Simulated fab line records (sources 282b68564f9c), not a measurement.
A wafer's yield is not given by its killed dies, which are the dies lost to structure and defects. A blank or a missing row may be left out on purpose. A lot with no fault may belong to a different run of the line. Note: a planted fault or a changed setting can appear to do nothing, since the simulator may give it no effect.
fab line records -- flow rit_cmos
record lots=14, wafers=42, last_day=7
route steps=202 shown M1@192
lots that met no fault: from a run of the same line without faults
start_h: hours from the record's first day to the start of the lot's first wafer shown -- wait_h: hours from the lot's prior step to this one -- " identical to the entry in the row above -- L1.1+2: a row that stands for several wafers -- - either no value or no given start -- * or withheld: withheld -- < > ~ a bound
route shown NAME@n: a module of which the file shows steps, and the number in the route of the first -- usual: mean and standard deviation over wafers with no fault -- same: alike in all rows -- chamber/n: place in a boat -- sites: per-site readings -- _std_site: standard deviation of those values -- _edge_site: inner sites' mean taken away from outer sites' mean -- radius_mm: how far each site lies from the wafer's centre -- mask NAME#n: copy n -- behind: the last tool/chamber to shape the wafer -- hold: what put the lot on hold/how long, in hours/how the hold closed -- device: which transistor (n, p or np) failed to switch -- end of line: the same wafers' tests at the end of the route -- a step given without rows: its recipe and nothing more -- killed: dies lost to structure and defects at the first sort, not the wafer's yield -- map: the dies of a wafer, with x for killed, . for not killed, _ for no die there
set.NAME: the setting that was run; set.NAME@STEP: the one run at that earlier step -- model.NAME: the simulator's own value behind a step, which no gauge read
route steps across a sampled set of lots; one table per step, one row per wafer
## steps
# step RIT_M1_DEVELOP_08
# recipe resist=NOVOLAK, develop_time_s=68, dev_temp_c=23
# usual developer_temp_C=23.00/0.094
lot.wafer,tool,chamber,start_h,wait_h,developer_temp_C
L231.1,litho_track-03,0,63,-,23.01
L231.2,litho_track-03,0,63,-,23.07
L231.5,litho_track-03,0,63,-,23.05
L232.2,litho_track-04,0,66,-,22.85
L232.3,litho_track-04,0,66,-,22.87
L232.6,litho_track-04,0,66,-,22.93
L233.1,litho_track-02,0,74,-,22.89
L233.5,litho_track-02,0,74,-,23.10
L233.6,litho_track-02,0,74,-,22.97
L234.2,litho_track-03,0,77,-,23.20
L234.4,litho_track-03,0,77,-,22.98
L234.6,litho_track-03,0,77,-,23.05
L236.2,litho_track-02,0,86,-,22.93
L236.3,litho_track-02,0,86,-,22.99
L236.6,litho_track-02,0,86,-,22.90
L237.3,litho_track-04,0,91,-,23.10
L237.5,litho_track-04,0,91,-,23.08
L237.6,litho_track-04,0,91,-,23.06
L238.1,litho_track-03,0,101,-,23.06
L238.2,litho_track-03,0,101,-,23.11
L238.3,litho_track-03,0,101,-,23.10
L239.1,litho_track-03,0,106,-,22.84
L239.3,litho_track-03,0,106,-,23.01
L239.5,litho_track-03,0,106,-,23.16
L240.4,litho_track-02,0,109,-,22.90
L240.5,litho_track-02,0,110,-,22.86
L240.6,litho_track-02,0,110,-,22.98
L242.4,litho_track-03,0,122,-,20.71
L242.5,litho_track-03,0,122,-,20.77
L242.6,litho_track-03,0,122,-,20.79
L244.2,litho_track-03,0,131,-,20.76
L244.3,litho_track-03,0,131,-,20.73
L244.5,litho_track-03,0,131,-,20.71
L247.2,litho_track-02,0,145,-,22.69
L247.5,litho_track-02,0,145,-,22.92
L247.6,litho_track-02,0,145,-,22.84
L250.1,litho_track-02,0,163,-,23.03
L250.3,litho_track-02,0,163,-,23.07
L250.5,litho_track-02,0,163,-,23.12
L253.2,litho_track-04,0,176,-,22.86
L253.4,litho_track-04,0,176,-,22.75
L253.6,litho_track-04,0,176,-,22.79
# step RIT_M1_CD_MEAS_09
# recipe target_cd_nm=2600
# usual cd_nm=2599.4/2.2
lot.wafer,tool,chamber,start_h,wait_h,cd_nm
L231.1,cd_sem-02,-,63.93,-,2598.4
L231.2,cd_sem-02,-,63.93,-,2597.1
L231.5,cd_sem-02,-,63.93,-,2598.5
L232.2,cd_sem-02,-,66.95,-,2601.9
L232.3,cd_sem-02,-,66.95,-,2600.1
L232.6,cd_sem-02,-,66.95,-,2601.7
L233.1,cd_sem-02,-,74.80,-,2599.5
L233.5,cd_sem-02,-,74.80,-,2600.0
L233.6,cd_sem-02,-,74.80,-,2600.2
L234.2,cd_sem-02,-,77.18,-,2603.0
L234.4,cd_sem-02,-,77.18,-,2601.8
L234.6,cd_sem-02,-,77.18,-,2601.7
L236.2,cd_sem-02,-,86.83,-,2596.9
L236.3,cd_sem-02,-,86.83,-,2599.5
L236.6,cd_sem-02,-,86.83,-,2597.8
L237.3,cd_sem-01,-,92.01,-,2602.1
L237.5,cd_sem-01,-,92.01,-,2600.4
L237.6,cd_sem-01,-,92.01,-,2600.7
L238.1,cd_sem-02,-,102.01,-,2599.4
L238.2,cd_sem-02,-,102.01,-,2596.6
L238.3,cd_sem-02,-,102.01,-,2598.3
L239.1,cd_sem-02,-,106.46,-,2599.1
L239.3,cd_sem-02,-,106.46,-,2597.4
L239.5,cd_sem-02,-,106.46,-,2599.6
L240.4,cd_sem-02,-,110.13,-,2600.7
L240.5,cd_sem-02,-,110.13,-,2598.3
L240.6,cd_sem-02,-,110.13,-,2598.0
L242.4,cd_sem-02,-,122.61,-,2592.8
L242.5,cd_sem-02,-,122.61,-,2593.6
L242.6,cd_sem-02,-,122.61,-,2593.0
L244.2,cd_sem-02,-,131.77,-,2593.3
L244.3,cd_sem-02,-,131.77,-,2592.2
L244.5,cd_sem-02,-,131.77,-,2593.4
L247.2,cd_sem-01,-,145.69,-,2595.7
L247.5,cd_sem-01,-,145.69,-,2594.6
L247.6,cd_sem-01,-,145.69,-,2596.7
L250.1,cd_sem-02,-,163.46,-,2600.5
L250.3,cd_sem-02,-,163.46,-,2599.6
L250.5,cd_sem-02,-,163.46,-,2598.2
L253.2,cd_sem-02,-,176.57,-,2601.8
L253.4,cd_sem-02,-,176.57,-,2601.7
L253.6,cd_sem-02,-,176.57,-,2599.9
# step RIT_M1_PROBE_99
# usual defect_limited_yield=97.5/1, killed_at_contacts=0.1/0.23, killed_at_front_end=6.7/2.7, killed_dies=6.7/2.7, killed_open=3.2/1.8, killed_short=3.5/1.9, sort_bin_3_pad_short=0.1/0.24, sort_bin_5_function=1.4/0.8, sort_bin_6_memory=1.0/0.58, sort_n_pass=257.3/2.7, sort_yield_pct=97.5/1
# same gross_dies=264, killed_at_M0_to_M3=0, killed_at_M4_up=0, killed_at_back_side=0, killed_at_other=0
lot.wafer,tool,chamber,start_h,wait_h,defect_limited_yield[%],killed_at_contacts,killed_at_front_end,killed_dies,killed_open,killed_short,sort_bin_3_pad_short[%],sort_bin_5_function[%],sort_bin_6_memory[%],sort_n_pass,sort_yield_pct[%]
L231.1,prober-02,-,66.59,0.1,95.8,0,11,11,7,4,0,2.7,1.5,253.0,95.8
L231.2,prober-02,-,66.64,0.1,99.2,1,1,2,2,0,0,0,0.8,262.0,99.2
L231.5,prober-02,-,66.79,0.2,96.6,0,9,9,5,4,0,1.5,1.9,255.0,96.6
L232.2,prober-01,-,69.64,0.1,97.3,0,7,7,2,5,0,1.9,0.8,257.0,97.3
L232.3,prober-01,-,69.69,0.2,96.2,0,10,10,7,3,0,3.0,0.8,254.0,96.2
L232.6,prober-01,-,69.84,0.2,97.7,0,6,6,4,2,0,1.5,0.8,258.0,97.7
L233.1,prober-02,-,77.46,0.1,96.2,0,10,10,6,4,0,2.7,1.1,254.0,96.2
L233.5,prober-02,-,77.66,0.2,97.3,0,7,7,3,4,0,1.5,1.1,257.0,97.3
L233.6,prober-02,-,77.71,0.2,98.5,0,4,4,2,2,0,1.1,0.4,260.0,98.5
L234.2,prober-01,-,79.92,0.1,97.0,0,8,8,5,3,0,2.3,0.8,256.0,97.0
L234.4,prober-01,-,80.02,0.2,97.7,0,6,6,3,3,0,1.9,0.4,258.0,97.7
L234.6,prober-01,-,80.12,0.2,96.2,0,10,10,4,6,1.1,1.1,1.5,254.0,96.2
L236.2,prober-01,-,89.52,0.1,97.7,0,6,6,3,3,0,1.1,1.1,258.0,97.7
L236.3,prober-01,-,89.57,0.2,97.3,0,7,7,5,2,0,0.8,1.9,257.0,97.3
L236.6,prober-01,-,89.72,0.2,95.8,0,11,11,4,7,0,2.3,1.9,253.0,95.8
L237.3,prober-02,-,94.73,0.2,97.3,0,7,7,1,6,0,0.8,1.9,257.0,97.3
L237.5,prober-02,-,94.83,0.2,97.7,0,6,6,4,2,0.4,0.8,1.1,258.0,97.7
L237.6,prober-02,-,94.88,0.2,97.7,0,6,6,4,2,0.4,0.8,1.1,258.0,97.7
L238.1,prober-01,-,104.67,0.1,97.3,0,7,7,3,4,0,1.5,1.1,257.0,97.3
L238.2,prober-01,-,104.72,0.1,97.3,0,7,7,1,6,0,2.3,0.4,257.0,97.3
L238.3,prober-01,-,104.77,0.2,98.1,0,5,5,4,1,0,1.5,0.4,259.0,98.1
L239.1,prober-01,-,109.12,0.1,97.0,0,8,8,4,4,0,1.5,1.5,256.0,97.0
L239.3,prober-01,-,109.22,0.2,99.2,0,2,2,1,1,0,0.4,0.4,262.0,99.2
L239.5,prober-01,-,109.32,0.2,97.7,1,5,6,2,4,0,1.5,0.8,258.0,97.7
L240.4,prober-02,-,112.90,0.2,97.0,0,8,8,5,3,0,2.3,0.8,256.0,97.0
L240.5,prober-02,-,112.95,0.2,98.1,0,5,5,2,3,0.4,0.4,1.1,259.0,98.1
L240.6,prober-02,-,113.00,0.2,97.7,0,6,6,2,4,0,1.9,0.4,258.0,97.7
L242.4,prober-02,-,125.40,0.2,99.2,0,2,2,0,2,0,0,0.8,262.0,99.2
L242.5,prober-02,-,125.45,0.2,98.5,0,4,4,0,4,0.4,0.4,0.8,260.0,98.5
L242.6,prober-02,-,125.50,0.2,99.2,0,2,2,1,1,0,0.8,0,262.0,99.2
L244.2,prober-02,-,134.49,0.1,96.2,0,10,10,6,4,0,3.0,0.8,254.0,96.2
L244.3,prober-02,-,134.54,0.2,98.1,0,5,5,1,4,0,1.1,0.8,259.0,98.1
L244.5,prober-02,-,134.64,0.2,96.2,0,10,10,6,4,0,2.3,1.5,254.0,96.2
L247.2,prober-01,-,148.38,0.1,98.1,0,5,5,4,1,0,1.1,0.8,259.0,98.1
L247.5,prober-01,-,148.53,0.2,98.1,0,5,5,3,2,0.4,1.1,0.4,259.0,98.1
L247.6,prober-01,-,148.58,0.2,95.5,0,12,12,6,6,0,3.0,1.5,252.0,95.5
L250.1,prober-02,-,166.14,0.1,98.1,0,5,5,1,4,0,0.8,1.1,259.0,98.1
L250.3,prober-02,-,166.24,0.2,98.9,0,3,3,0,3,0,0.4,0.8,261.0,98.9
L250.5,prober-02,-,166.34,0.2,97.3,0,7,7,5,2,0,1.9,0.8,257.0,97.3
L253.2,prober-01,-,179.27,0.1,93.6,1,16,17,5,11,0,4.2,2.3,247.0,93.6
L253.4,prober-01,-,179.37,0.2,96.6,0,9,9,4,4,0,1.5,1.9,255.0,96.6
L253.6,prober-01,-,179.47,0.2,96.2,0,10,10,6,4,0.4,2.3,1.1,254.0,96.2
# killed by level:class
L231.1 SILICIDE:geometric_particle:open=4 FOX1:geometric_particle:short=3 FOX1:geometric_particle:open=1 GATE:geometric_particle:open=1 SPACER:geometric_particle:short=1 SPACER:geometric_particle:open=1
L231.2 SILICIDE:geometric_particle:open=1 CONTACT:geometric_particle:open=1
L231.5 GATE:geometric_particle:open=4 GATE:geometric_particle:short=2 FOX1:geometric_particle:short=1 FOX2:geometric_particle:short=1 SILICIDE:geometric_particle:open=1
L232.2 GATE:geometric_particle:short=2 REOX:geometric_particle:short=2 GATE:geometric_particle:open=1 SPACER:geometric_particle:open=1 SILICIDE:geometric_particle:short=1
L232.3 GATE:geometric_particle:short=3 GATE:geometric_particle:open=3 SPACER:geometric_particle:open=2 FOX2:geometric_particle:open=1 SILICIDE:geometric_particle:open=1
L232.6 GATE:geometric_particle:open=2 FOX1:geometric_particle:open=1 FOX2:geometric_particle:short=1 GATE:geometric_particle:short=1 SPACER:geometric_particle:open=1
L233.1 FOX1:geometric_particle:short=2 GATE:geometric_particle:open=2 GATE:geometric_particle:short=2 FOX2:geometric_particle:open=1 REOX:geometric_particle:open=1 SPACER:geometric_particle:open=1 SILICIDE:geometric_particle:open=1
L233.5 SPACER:geometric_particle:short=3 FOX1:geometric_particle:open=1 FOX1:geometric_particle:short=1 GATE:geometric_particle:open=1 REOX:geometric_particle:open=1
L233.6 REOX:geometric_particle:open=2 FOX2:geometric_particle:short=1 GATE:geometric_particle:short=1
L234.2 FOX1:geometric_particle:open=2 FOX1:geometric_particle:short=1 GATE:geometric_particle:open=1 GATE:geometric_particle:short=1 REOX:geometric_particle:open=1 SPACER:geometric_particle:short=1 SILICIDE:geometric_particle:open=1
L234.4 FOX1:geometric_particle:open=1 FOX1:geometric_particle:short=1 GATE:geometric_particle:short=1 FOX2:geometric_particle:short=1 GATE:geometric_particle:open=1 REOX:geometric_particle:open=1
L234.6 FOX1:geometric_particle:short=3 GATE:geometric_particle:short=3 REOX:geometric_particle:open=2 SPACER:geometric_particle:open=1 SILICIDE:geometric_particle:open=1
L236.2 GATE:geometric_particle:open=2 REOX:geometric_particle:short=2 FOX1:geometric_particle:short=1 SPACER:geometric_particle:open=1
L236.3 FOX1:geometric_particle:open=2 GATE:geometric_particle:open=2 GATE:geometric_particle:short=2 SILICIDE:geometric_particle:open=1
L236.6 FOX2:geometric_particle:short=3 GATE:geometric_particle:short=2 SILICIDE:geometric_particle:open=2 FOX1:geometric_particle:short=1 FOX2:geometric_particle:open=1 GATE:geometric_particle:open=1 REOX:geometric_particle:short=1
L237.3 REOX:geometric_particle:short=3 SPACER:geometric_particle:short=2 GATE:geometric_particle:open=1 GATE:geometric_particle:short=1
L237.5 FOX2:geometric_particle:open=2 FOX1:geometric_particle:short=1 GATE:geometric_particle:short=1 REOX:geometric_particle:open=1 SILICIDE:geometric_particle:open=1
L237.6 SPACER:geometric_particle:open=2 FOX2:geometric_particle:short=1 REOX:geometric_particle:open=1 SILICIDE:geometric_particle:short=1 SILICIDE:geometric_particle:open=1
L238.1 FOX1:geometric_particle:short=1 GATE:geometric_particle:short=1 GATE:geometric_particle:open=1 REOX:geometric_particle:open=1 SPACER:geometric_particle:short=1 SILICIDE:geometric_particle:short=1 SILICIDE:geometric_particle:open=1
L238.2 FOX1:geometric_particle:short=2 SILICIDE:geometric_particle:short=2 GATE:geometric_particle:short=1 REOX:geometric_particle:short=1 SILICIDE:geometric_particle:open=1
L238.3 SPACER:geometric_particle:open=2 FOX1:geometric_particle:open=1 GATE:geometric_particle:short=1 SILICIDE:geometric_particle:open=1
L239.1 GATE:geometric_particle:short=3 GATE:geometric_particle:open=3 FOX1:geometric_particle:open=1 FOX2:geometric_particle:short=1
L239.3 GATE:geometric_particle:short=1 GATE:geometric_particle:open=1
L239.5 FOX1:geometric_particle:short=1 FOX1:geometric_particle:open=1 FOX2:geometric_particle:short=1 GATE:geometric_particle:short=1 REOX:geometric_particle:short=1 CONTACT:geometric_particle:open=1
L240.4 GATE:geometric_particle:short=2 GATE:geometric_particle:open=2 SILICIDE:geometric_particle:open=2 FOX1:geometric_particle:short=1 SPACER:geometric_particle:open=1
L240.5 GATE:geometric_particle:short=2 SPACER:geometric_particle:open=2 FOX1:geometric_particle:short=1
L240.6 SPACER:geometric_particle:short=2 FOX2:geometric_particle:short=1 GATE:geometric_particle:open=1 SILICIDE:geometric_particle:open=1 SILICIDE:geometric_particle:short=1
L242.4 GATE:geometric_particle:short=2
L242.5 GATE:geometric_particle:short=3 FOX1:geometric_particle:short=1
L242.6 GATE:geometric_particle:short=1 GATE:geometric_particle:open=1
L244.2 REOX:geometric_particle:short=3 REOX:geometric_particle:open=2 SILICIDE:geometric_particle:open=2 GATE:geometric_particle:open=1 SPACER:geometric_particle:short=1 SPACER:geometric_particle:open=1
L244.3 GATE:geometric_particle:short=2 FOX1:geometric_particle:short=1 GATE:geometric_particle:open=1 SILICIDE:geometric_particle:short=1
L244.5 GATE:geometric_particle:open=3 GATE:geometric_particle:short=2 REOX:geometric_particle:open=2 SILICIDE:geometric_particle:short=2 SILICIDE:geometric_particle:open=1
L247.2 SPACER:geometric_particle:open=3 FOX2:geometric_particle:open=1 FOX2:geometric_particle:short=1
L247.5 SPACER:geometric_particle:open=2 FOX2:geometric_particle:short=1 FOX2:geometric_particle:open=1 GATE:geometric_particle:short=1
L247.6 GATE:geometric_particle:open=3 SPACER:geometric_particle:short=3 SPACER:geometric_particle:open=3 GATE:geometric_particle:short=2 REOX:geometric_particle:short=1
L250.1 FOX1:geometric_particle:short=1 GATE:geometric_particle:short=1 GATE:geometric_particle:open=1 REOX:geometric_particle:short=1 SPACER:geometric_particle:short=1
L250.3 GATE:geometric_particle:short=1 SPACER:geometric_particle:short=1 SILICIDE:geometric_particle:short=1
L250.5 GATE:geometric_particle:open=4 FOX1:geometric_particle:open=1 GATE:geometric_particle:short=1 SPACER:geometric_particle:short=1
L253.2 SPACER:geometric_particle:open=4 GATE:geometric_particle:short=3 SPACER:geometric_particle:short=3 FOX1:geometric_particle:short=2 GATE:geometric_particle:open=1 REOX:geometric_particle:short=1 SILICIDE:geometric_particle:short=1 CONTACT:geometric_particle:short=1
L253.4 SPACER:geometric_particle:open=2 FOX1:geometric_particle:open=1 GATE:geometric_particle:open=1 GATE:geometric_particle:short=1 REOX:geometric_particle:short=1 SPACER:geometric_particle:short=1 SILICIDE:geometric_particle:short=1 NSD:coat_microbubble_printed=1
L253.6 SPACER:geometric_particle:open=3 REOX:geometric_particle:short=2 FOX1:geometric_particle:short=1 FOX2:geometric_particle:open=1 REOX:geometric_particle:open=1 SILICIDE:geometric_particle:short=1 SILICIDE:geometric_particle:open=1
## key
first_sign step=RIT_M1_DEVELOP_08, reading=developer_temp_C, direction=down, sigmas=24, usual=*, struck=*
effect step=RIT_M1_CD_MEAS_09, reading=cd_nm, direction=down, sigmas=2.9, usual=2599.4, struck=2593.0, through=control_loop
met_at RIT_M1_DEVELOP_08
struck_lots L242,L244
loop_trim step=RIT_M1_EXPOSE_06, setting=dose, lots=L244
onset_between 106 122
fault kind=process_parameter_drift, tool=litho_track-03, chamber=-, onset_h=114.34, steps=RIT_M1_DEVELOP_08, channel=dev_temp_c, offset=*, shape=step, end_h=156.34, acts_in=*, stated=*
# loop_trim: a control loop set the setting to another value than it would have without faults
